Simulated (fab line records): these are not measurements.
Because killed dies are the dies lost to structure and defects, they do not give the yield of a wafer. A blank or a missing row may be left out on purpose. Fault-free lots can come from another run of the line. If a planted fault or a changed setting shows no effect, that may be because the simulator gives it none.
fab line records -- flow rit-cmos
record: lots: 6, wafers: 18, last-day: 7
route steps=202 shown PWELL@46 WELLDRIVE@50 NWELL@51 NRETRO@53
lots that met no fault: from a run of the same line without faults
start-h: hours from the record's first day to the start of the lot's first wafer shown -- wait-h: hours from the lot's prior step to this one -- " identical to the entry in the row above -- L1.1+2: several wafers, shown together as one row -- - no value present, or no start provided -- * or withheld: withheld -- < > ~ a bound
route shown NAME@n: NAME is a module with steps in the file, n the number in the route of the first one -- usual: mean/standard deviation taken from wafers without a fault -- same: alike in all rows -- chamber/n: place in a boat -- sites: the reading at each site -- _std_site: the values' standard deviation -- _edge_site: mean of outer sites minus mean of inner sites -- radius-mm: how far each site lies from the wafer's centre -- mask NAME#n: copy n -- behind: tool/chamber where the wafer was last shaped -- hold: what put the lot on hold/how long, in hours/how the hold closed -- device: names the non-switching transistor (n, p or np) -- end of line: the same wafers' tests at the end of the route -- a step with no rows: only its recipe -- killed: the dies lost at the first sort to structure and to defects; this is not the yield of the wafer -- map: dies across one wafer; x = killed, . = not, _ = none there
set.NAME: the setting the step ran with; set.NAME@STEP: the setting that earlier step ran with -- model.NAME: the simulator's own value behind a step, which no gauge read
lots at selected steps of the route; one table per step, one row per wafer
services: the hour from which a tool's chamber was out of use, counted from the record's first day as start-h (under 0 if before that day), plus the number of hours and why
== steps ==
step: RIT_PWELL_HARDBAKE_07
recipe: resist: NOVOLAK, temp-c: 140, time-s: 120
step: RIT_PWELL_IMPLANT_08
recipe: species: B, energy-kev: 170, dose-cm2: 7e+13, tilt-deg: 7
step: RIT_PWELL_STRIP_09
recipe: chemistry: O2, time-s: 180, resist: NOVOLAK, platen-temp-c: withheld, power-w: 500, pressure-mtorr: 4000, o2-flow-sccm: 4000
usual: chamber-pressure-mTorr: 4000/3.3, drypump-motor-current-A: 6.1/0.41, rf-refl-power-W: 7.3/0.99
lot.wafer,tool,chamber,start-h,wait-h,chamber-pressure-mTorr,drypump-motor-current-A,rf-hours-counter-h,rf-refl-power-W
L237.1,plasma-asher-03,0,37.63,0.1,3996,5.9,40,6.7
L237.3,plasma-asher-03,1,37.63,0.1,4000,6.3,-,6.6
L237.5,plasma-asher-03,1,37.63,0.1,4001,6.3,-,6.5
L241.1,plasma-asher-03,1,59.20,0.1,4002,6.3,42,6.5
L241.4,plasma-asher-03,0,59.20,0.1,3998,5.9,-,6.8
L241.5,plasma-asher-03,0,59.20,0.1,3998,5.9,-,6.9
L250.1,plasma-asher-04,1,103.28,0.1,4004,5.5,32,9.2
L250.5,plasma-asher-04,1,103.28,0.1,4004,5.5,-,9.3
L250.6,plasma-asher-04,0,103.28,0.1,3992,6.8,-,8.1
L251.1,plasma-asher-03,1,107.35,0.1,4003,6.3,48,6.5
L251.2,plasma-asher-03,0,107.35,0.1,4000,5.9,48,6.5
L251.4,plasma-asher-03,1,107.35,0.1,3995,6.3,-,6.7
L256.1,plasma-asher-04,0,133.53,0.1,4000,6.8,37,8.0
L256.3,plasma-asher-04,1,133.53,0.1,4004,5.5,-,9.3
L256.6,plasma-asher-04,0,133.53,0.1,4002,6.8,-,7.9
L257.2,plasma-asher-03,0,137.40,0.1,3997,5.9,52,6.8
L257.4,plasma-asher-03,0,137.40,0.1,4005,5.9,-,6.4
L257.6,plasma-asher-03,1,137.40,0.1,4000,6.3,-,6.8
step: RIT_PWELL_TW_MEAS_10
usual: PWELL_TW: 937/7.5
lot.wafer,tool,chamber,start-h,wait-h,PWELL_TW
L237.1,film-metro-04,-,37.80,0.1,931
L237.3,film-metro-04,-,37.80,0.1,932
L237.5,film-metro-04,-,37.80,0.1,931
L241.1,film-metro-02,-,59.37,0.1,947
L241.4,film-metro-02,-,59.37,0.1,943
L241.5,film-metro-02,-,59.37,0.1,945
L250.1,film-metro-02,-,103.46,0.1,945
L250.5,film-metro-02,-,103.46,0.1,946
L250.6,film-metro-02,-,103.46,0.1,952
L251.1,film-metro-04,-,107.53,0.1,932
L251.2,film-metro-04,-,107.53,0.1,931
L251.4,film-metro-04,-,107.53,0.1,931
L256.1,film-metro-04,-,133.70,0.1,935
L256.3,film-metro-04,-,133.70,0.1,937
L256.6,film-metro-04,-,133.70,0.1,933
L257.2,film-metro-04,-,137.58,0.1,939
L257.4,film-metro-04,-,137.58,0.1,935
L257.6,film-metro-04,-,137.58,0.1,941
step: RIT_WELLDRIVE_ANNEAL_00
recipe: temp-c: 1100, time-s: 14700, ambient: N2
step: RIT_WELLDRIVE_RS_MEAS_01
recipe: thk-meas-gauge: four-point-probe
usual: NWELL_RS: 275.4/0.82
lot.wafer,tool,chamber,start-h,wait-h,NWELL_RS[ohm/sq]
L237.1,film-metro-01,-,42.99,0.0,274.7
L237.3,film-metro-01,-,42.99,0.0,275.0
L237.5,film-metro-01,-,42.99,0.0,275.2
L241.1,film-metro-04,-,64.52,0.0,274.7
L241.4,film-metro-04,-,64.52,0.0,275.3
L241.5,film-metro-04,-,64.52,0.0,275.2
L250.1,film-metro-04,-,108.60,0.0,276.2
L250.5,film-metro-04,-,108.60,0.0,275.7
L250.6,film-metro-04,-,108.60,0.0,276.6
L251.1,film-metro-01,-,112.67,0.0,276.1
L251.2,film-metro-01,-,112.67,0.0,276.4
L251.4,film-metro-01,-,112.67,0.0,276.6
L256.1,film-metro-04,-,138.85,0.0,274.6
L256.3,film-metro-04,-,138.85,0.0,274.5
L256.6,film-metro-04,-,138.85,0.0,275.3
L257.2,film-metro-04,-,143.23,0.0,274.1
L257.4,film-metro-04,-,143.23,0.0,274.6
L257.6,film-metro-04,-,143.23,0.0,273.7
step: RIT_WELLDRIVE_RS_MEAS_02
recipe: thk-meas-gauge: four-point-probe
usual: PWELL_RS: 429.8/1.1
lot.wafer,tool,chamber,start-h,wait-h,PWELL_RS[ohm/sq]
L237.1,film-metro-01,-,43.11,0.1,431.6
L237.3,film-metro-01,-,43.11,0.1,430.2
L237.5,film-metro-01,-,43.11,0.1,431.0
L241.1,film-metro-04,-,64.64,0.1,428.6
L241.4,film-metro-04,-,64.64,0.1,429.0
L241.5,film-metro-04,-,64.64,0.1,428.3
L250.1,film-metro-04,-,108.72,0.1,430.0
L250.5,film-metro-04,-,108.72,0.1,430.7
L250.6,film-metro-04,-,108.72,0.1,428.6
L251.1,film-metro-01,-,112.79,0.1,431.2
L251.2,film-metro-01,-,112.79,0.1,431.1
L251.4,film-metro-01,-,112.79,0.1,429.3
L256.1,film-metro-04,-,138.97,0.1,431.4
L256.3,film-metro-04,-,138.97,0.1,430.9
L256.6,film-metro-04,-,138.97,0.1,432.4
L257.2,film-metro-04,-,143.35,0.1,429.4
L257.4,film-metro-04,-,143.35,0.1,431.3
L257.6,film-metro-04,-,143.35,0.1,430.3
step: RIT_NRETRO_HMDS_00
recipe: prime-time-s: 60, prime-temp-c: 140
step: RIT_NRETRO_COAT_01
recipe: resist: NOVOLAK, spin-rpm: 2000, resist-thk-nm: 1300
step: RIT_NRETRO_SOFTBAKE_02
recipe: resist: NOVOLAK, temp-c: 90, time-s: 60
step: RIT_NRETRO_EXPOSE_03
recipe: mask-id: M4, na: 0.57, target-cd-nm: 43900, dose-mj: 250
step: RIT_NRETRO_PEB_04
recipe: resist: NOVOLAK, temp-c: withheld, time-s: withheld
step: RIT_NRETRO_DEVELOP_05
recipe: resist: NOVOLAK, develop-time-s: 68, dev-temp-c: 23
usual: chill-plate-temp-C: 23.00/0.09, develop-time-s: 68/0
lot.wafer,tool,chamber,start-h,wait-h,chill-plate-temp-C,develop-time-s
L237.1,litho-track-04,0,44,-,23.01,68
L237.3,litho-track-04,0,44,-,22.96,68
L237.5,litho-track-04,0,44,-,23.08,68
L241.1,litho-track-02,0,65,-,23.18,68
L241.4,litho-track-02,0,65,-,22.99,68
L241.5,litho-track-02,0,65,-,22.99,68
L250.1,litho-track-04,-,109,-,-,-
L250.5,litho-track-04,-,109,-,-,-
L250.6,litho-track-04,-,109,-,-,-
L251.1,litho-track-04,-,113,-,-,-
L251.2,litho-track-04,-,113,-,-,-
L251.4,litho-track-04,-,113,-,-,-
L256.1,litho-track-04,0,139,-,23.03,68
L256.3,litho-track-04,0,139,-,23.05,68
L256.6,litho-track-04,0,139,-,23.08,68
L257.2,litho-track-02,0,144,-,22.85,68
L257.4,litho-track-02,0,144,-,23.05,68
L257.6,litho-track-02,0,144,-,22.87,68
step: RIT_NRETRO_OVL_MEAS_06
usual: NRETRO_OVL: 0.1/1.5
lot.wafer,tool,chamber,start-h,wait-h,NRETRO_OVL[nm]
L237.1,overlay-01,-,44.23,-,-3.1
L237.3,overlay-01,-,44.23,-,-0.6
L237.5,overlay-01,-,44.23,-,-2.3
L241.1,overlay-01,-,65.64,-,3.7
L241.4,overlay-01,-,65.64,-,1.6
L241.5,overlay-01,-,65.64,-,2.9
L250.1,overlay-02,-,109.85,-,-
L250.5,overlay-02,-,109.85,-,-
L250.6,overlay-02,-,109.85,-,-
L251.1,overlay-01,-,113.90,-,-
L251.2,overlay-01,-,113.90,-,-
L251.4,overlay-01,-,113.90,-,-
L256.1,overlay-01,-,139.97,-,1.3
L256.3,overlay-01,-,139.97,-,-0.9
L256.6,overlay-01,-,139.97,-,2.5
L257.2,overlay-01,-,144.34,-,-0.8
L257.4,overlay-01,-,144.34,-,-1.2
L257.6,overlay-01,-,144.34,-,-0.9
== services ==
tool,chamber,start-h,hours,kind
plasma-asher-03,-,45.70,3.9,repair
plasma-asher-04,-,67.36,4.3,pm
litho-track-02,-,131.90,-,consumable-replace:filter
plasma-asher-03,-,142.21,2.9,repair
== key ==
first-sign: step: RIT_NRETRO_DEVELOP_05, reading: tool-record, direction: missing
effect none on later readings
met-at RIT_NRETRO_DEVELOP_05
struck-wafers L250.1,L250.5,L250.6,L251.1,L251.2,L251.4
sort-left-out L250.1,L250.5,L250.6,L251.1,L251.2,L251.4
tester-left-out L250,L251
onset-between 44 109
fault: kind: skipped-step-whole, tool: litho-track-04, chamber: -, onset-h: 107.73, steps: RIT_NRETRO_DEVELOP_05, scope: struck-lots-only
tester-left-out: of these lots the tester's yield and bins aren't shown, on N5 and GAA mostly nor the transistor test; their killed dies are dies lost to structure and defects alone, not to doping, threshold or leakage, so they don't give the yield
sort-left-out: the simulated sort isn't trusted on such a fault, so these wafers' sort isn't shown, and their yield isn't known
